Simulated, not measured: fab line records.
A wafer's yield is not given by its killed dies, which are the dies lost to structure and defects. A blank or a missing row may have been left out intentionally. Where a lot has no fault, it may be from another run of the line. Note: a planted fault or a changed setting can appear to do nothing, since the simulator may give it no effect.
A struck lot beside a sound one | flow berkeleyCmos170 | 14 out of 331 route steps
Sound: wafers L955.1, L955.3, L955.5. The struck wafers were L953.1, L953.4, L953.6. The cause comes at the end.
Per side, at each step with rows, come the tool, then ch with its chambers, and then its first start. Under that, the readings that differ: sound wafers | struck wafers | difference of the means | sigmas: that difference in standard deviations of wafers without a fault.
alike: same words and numbers on both sides, and readings whose means sit less than 2 such deviations apart. not compared: any withheld reading, any reading some wafer has no value for, any bound like >300 that may hide the same value, and any number with overlapping values for which the record gives no deviation.
The two part at a step that has a row with sigmas, a row that says differs or no value, or rows on one side only. Numbers that have no deviation but don't overlap get no sigmas and don't part them. A reading that every wafer of one side lacks parts them only if that side has two wafers or more.

first, 1 step without rows for these wafers: UCB170_START_OXIDATION_02 (target thk 20 nm, ox time 1800 s).
UCB170_START_THK_MEAS_03:
  struck on filmMetro-01, day 5 04:13; sound on filmMetro-03, day 5 11:44
reading              | sound          | struck         | difference | sigmas
START_OXIDE_THK (nm) | 20.2 20.0 20.2 | 19.3 19.4 19.4 | -0.8       | -3
then, 7 steps without rows for these wafers: UCB170_START_ANNEAL_04 (time 1200 s); UCB170_ZERO_HMDS_00 (prime time 60 s); UCB170_ZERO_COAT_01 (resist thk 900 nm); UCB170_ZERO_SOFTBAKE_02 (time 60 s); UCB170_ZERO_EXPOSE_03 (exposes mask PM MARKS, target cd 4000 nm); UCB170_ZERO_PEB_04; UCB170_ZERO_DEVELOP_05 (develop time 45 s).
UCB170_ZERO_ETCH_06: etches SiO2 in CHF3/CF4/Ar, time 12 s.
  sound on rieDiel-01 ch 1,2, day 5 19:05; struck on rieDiel-03 ch 0,1, day 5 12:16
  alike: drypumpMotorCurrentA, oesProductAu, throttleValvePct
  not compared: rfHoursCounterH
UCB170_ZERO_STRIP_07: strips in O2.
  sound on plasmaAsher-03 ch 0,1, day 5 19:07; struck on plasmaAsher-03 ch 0,1, day 5 12:17
reading                  | sound             | struck            | difference | sigmas
stripTimeToEndpointS (s) | 21.72 21.75 21.81 | 21.61 21.56 21.57 | -0.18      | -3
  alike: drypumpMotorCurrentA, oesProductAu
  not compared: rfHoursCounterH
then, 1 step without rows for these wafers: UCB170_NWELL_WET_ETCH_00 (etches SiO2 in dHF, time 200 s).
UCB170_NWELL_OXIDATION_01: target thk 26.4 nm, ox time 1260 s.
  sound on furnace-04 ch 0, day 5 22:31; struck on furnace-04, day 5 16:55
  no value came back on the struck wafers for oxTempC (C), oxTempCMax; on the sound wafers oxTempC (C) reads 999.8 1000.8 1000.0
then, 1 step without rows for these wafers: UCB170_NWELL_ANNEAL_03 (time 900 s).

WHERE THEY PART
Last at UCB170_NWELL_OXIDATION_01 as far as this record goes, first at UCB170_START_THK_MEAS_03.

WHY: whatever the simulator had introduced
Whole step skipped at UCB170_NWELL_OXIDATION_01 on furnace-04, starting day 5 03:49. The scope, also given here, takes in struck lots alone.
